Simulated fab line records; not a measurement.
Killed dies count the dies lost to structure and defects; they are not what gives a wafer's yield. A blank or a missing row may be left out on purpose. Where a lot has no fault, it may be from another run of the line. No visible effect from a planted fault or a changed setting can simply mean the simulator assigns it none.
Code-filled problem report in 8D (eight disciplines) form | flow berkeley cmos170 | the parts of the form that need people (team, actions taken, sign-off) are left out

1. THE PROBLEM
At UCB170_M3_ETCH_17, rf fwd power W averages 693.6 W over 6 wafers from 2 lots, while fault-free wafers read 493.5 W, standard deviation 2. So: +99 or more standard deviations from the usual mean.
The step: etches BARC in N2/H2.
First observed at day 12 14:36: wafer L379.1, on rie diel-01. The record holds 42 wafers of 14 lots with a number at this step. Rule for "out", or "out of limits": more than 4 standard deviations from the usual mean. Any other wafer with a number is counted as sound.

2. WHAT IT IS; WHAT IT IS NOT
question                    | is                             | is not
which readings at this step | rf fwd power W, oes product au | drypump motor current A, throttle valve pct
which lots                  | L379, L386                     | L364, L366, L368, L370, L371, L372, L373, L375, L376, L377, L380, L381
which wafers of those lots  | all that have a number         | -
read on which tools         | rie diel-01                    | rie diel-02, rie diel-04
when                        | from day 12 14:36              | up to then (30 sound wafers); but 6 sound wafers of L380, L381 came after

3. WHAT RULES OUT EACH SUSPECT
Counting: a tool at any process step up to the reading remains a suspect when it ran all the lots that are out and ran no sound lot after the first of those.
- rie diel-01 at UCB170_M3_ETCH_17 (etches BARC in N2/H2): kept. It processed each lot that is out, first L379 at day 12 14:36, and no sound lot thereafter; up to then, the last sound lot it processed was L377 at day 11 07:46. On those wafers its own readings are out: oes product au, rf fwd power W.
Remaining after the count: rie diel-01 at UCB170_M3_ETCH_17.

4. THE CAUSE (what the simulator had put in)
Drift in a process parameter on rie diel-01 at UCB170_M3_ETCH_17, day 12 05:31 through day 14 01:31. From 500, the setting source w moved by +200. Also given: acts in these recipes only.
Only this tool survived the counting.

5. THE EFFECT CHAIN, in route order
Each row: a reading where the mean over the struck wafers with a number is more than 3 standard deviations away from the usual. Only readings for which the record gives a usual standard deviation are gone through. hours: the time from each lot's start at the first step in this table that gives one to its start at this step, as a median over the lots. sigmas: the change in usual standard deviations.
hours | step              | reading        | usual      | on struck wafers | change | sigmas
0     | UCB170_M3_ETCH_17 | oes product au | 0.995 a.u. | 1.202            | +0.207 | +15
0     | UCB170_M3_ETCH_17 | rf fwd power W | 493.5 W    | 693.6            | +200.1 | +99 or more
Here are the process steps it includes:
- UCB170_M3_ETCH_17: etches BARC in N2/H2.
Later steps that measure or inspect, where all struck wafers having a row at the step show a number for every such reading and not one has moved that far: UCB170_M3_BOW_MEAS_20.

6. WHAT WOULD HAVE CAUGHT IT SOONER
In this record no reading fell out of limits until day 12 14:36, 9 hours after the fault had begun at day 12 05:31.
